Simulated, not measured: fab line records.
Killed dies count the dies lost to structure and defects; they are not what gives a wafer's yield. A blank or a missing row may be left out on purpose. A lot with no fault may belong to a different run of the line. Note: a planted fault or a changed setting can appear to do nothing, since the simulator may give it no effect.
Which of the tools did it? + flow ritCmos + 7 lots with 21 wafers sampled at 2 steps, on a route of 202 steps

## WHAT THE GAUGES SHOWED, per wafer
RIT_PWELL_OVL_MEAS_06.
| lot  | measured    | on         | PWELL_OVL (nm)    |
|------|-------------|------------|-------------------|
| L532 | day 2 05:02 | overlay-02 | 1.0 -0.9 0.1      |
| L534 | day 2 13:53 | overlay-02 | -3.4 -2.5 -1.5    |
| L537 | day 3 06:17 | overlay-01 | -1.2 -2.0 -2.0    |
| L539 | day 3 15:52 | overlay-01 | 420.3 421.1 418.5 |
| L543 | day 4 13:30 | overlay-02 | -1.9 -0.8 -2.0    |
| L549 | day 5 19:32 | overlay-01 | 0.0 -1.6 -2.0     |
| L553 | day 6 13:37 | overlay-01 | -0.1 -4.1 -3.1    |

## WHAT TOOL EACH LOT RAN ON (gives the tool, then ch and the chambers of the sampled wafers, and finally the start)
| lot  | RIT_PWELL_EXPOSE_03               |
|------|-----------------------------------|
| L532 | ilineStepper-01 ch 0, day 2 04:38 |
| L534 | ilineStepper-01 ch 0, day 2 13:29 |
| L537 | ilineStepper-02 ch 0, day 3 05:52 |
| L539 | ilineStepper-01 ch 0, day 3 15:23 |
| L543 | ilineStepper-02 ch 0, day 4 13:05 |
| L549 | ilineStepper-02 ch 0, day 5 19:07 |
| L553 | ilineStepper-02 ch 0, day 6 13:11 |
- RIT_PWELL_EXPOSE_03: exposes mask M3, target cd 43700 nm.

## THE ANSWER, worked out from the rows above alone
Rule: the usual values come from the lots themselves. Put in order of their means at a reading, lots are off if they are a third of the lots or fewer, leave a main group of 4 or more, and stand apart from it by a gap of 3 or more times the standard deviation of the main group's means; of several such gaps the widest counts. A main group whose means are all the same, to the digits that the tables above print for the reading, isn't used. A lot without any number at a reading at which 4 lots or more have one is off too. Any other lot the step has rows for is counted as sound.
Off: L539, seen at RIT_PWELL_OVL_MEAS_06 (PWELL_OVL). Main group: mean -1.6 nm, sd 0.86.
If a tool, at a process step before that reading, ran all the lots that are off and no sound lot after the first of them, it fits. The gauges at RIT_PWELL_OVL_MEAS_06 are tried like those tools. One fits: ilineStepper-01 at RIT_PWELL_EXPOSE_03. A fault onset in the window from L534 (day 2 13:29, its last sound lot) to L539 (day 3 15:23, its first lot off) fits.

## WHAT THE SIMULATOR PUT IN
Scanner matching overlay: ilineStepper-01, from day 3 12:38 on, at RIT_PWELL_EXPOSE_03. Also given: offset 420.
Struck lots among those shown: L539. This agrees with what the rule above found.
